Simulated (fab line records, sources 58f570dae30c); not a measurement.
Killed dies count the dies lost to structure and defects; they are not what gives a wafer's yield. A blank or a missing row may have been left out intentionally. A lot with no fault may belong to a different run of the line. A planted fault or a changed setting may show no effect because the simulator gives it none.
Struck lot and sound lot, side by side || flow berkeley cmos170 || 14 out of 331 route steps
Sound: wafers L538.2, L538.4, L538.6. Wafers L536.1, L536.2, L536.5 were the ones struck. Last of all comes the cause.
For every step that has rows: the tool of each side, followed by ch and its chambers, followed by its first start. Under that, the readings that differ: sound wafers || struck wafers || difference of the means || sigmas: that difference in standard deviations of wafers without a fault.
alike: a reading whose means differ by less than 2 such deviations, as well as words and numbers matching on both sides. not compared: withheld readings; readings where some wafer has no value; bounds like >300 that might hide an equal value; numbers whose values overlap and for which the record gives no deviation.
Wherever a step has rows on one side only, a row that says differs or no value, or a row with sigmas, the two part there. Non-overlapping numbers with no deviation appear without sigmas and do not part them. A reading missing from all wafers of one side parts the sides only when that side holds two or more wafers.

UCB170_START_THK_MEAS_03:
  sound on film metro-01, day 5 00:56; struck on film metro-04, day 4 17:04
  alike: START_OXIDE_THK
then, 7 steps without rows for these wafers: UCB170_START_ANNEAL_04 (time 1200 s); UCB170_ZERO_HMDS_00 (prime time 60 s); UCB170_ZERO_COAT_01 (resist thk 900 nm); UCB170_ZERO_SOFTBAKE_02 (time 60 s); UCB170_ZERO_EXPOSE_03 (exposes mask PM MARKS, target cd 4000 nm); UCB170_ZERO_PEB_04; UCB170_ZERO_DEVELOP_05 (develop time 45 s).
UCB170_ZERO_ETCH_06: etches SiO2 in CHF3/CF4/Ar, time 12 s.
  sound on rie diel-04 ch 1,3, day 5 06:49; struck on rie diel-04 ch 2,3, day 5 02:08
  alike: cf4 flow sccm, drypump motor current A, oes product au, throttle valve pct
  not compared: rf hours counter h
UCB170_ZERO_STRIP_07: strips in O2.
  sound on plasma asher-03 ch 1, day 5 06:50; struck on plasma asher-03 ch 0,1, day 5 02:09
  alike: drypump motor current A, oes product au, strip time to endpoint s
  not compared: rf hours counter h
then, 2 steps without rows for these wafers: UCB170_NWELL_WET_ETCH_00 (etches SiO2 in dHF, time 200 s); UCB170_NWELL_OXIDATION_01 (target thk 26.4 nm, ox time 1260 s).
UCB170_NWELL_THK_MEAS_02:
  sound on film metro-02, day 5 14:28; struck on film metro-03, day 5 08:29
{"reading": "NWELL_OXIDE_THK (nm)", "sound": "26.1 26.3 26.1", "struck": "29.7 29.5 29.1", "difference": "+3.3", "sigmas": "+7"}
  not compared: hold
next, for these wafers, 1 step has no rows: UCB170_M3_PROBE_99.

== WHERE THEY PART ==
UCB170_NWELL_THK_MEAS_02 only, going by this record.

WHY: what the simulator had put in
Metrology matching offset: film metro-03, from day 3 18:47 on, at UCB170_NWELL_THK_MEAS_02. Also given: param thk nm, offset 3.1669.
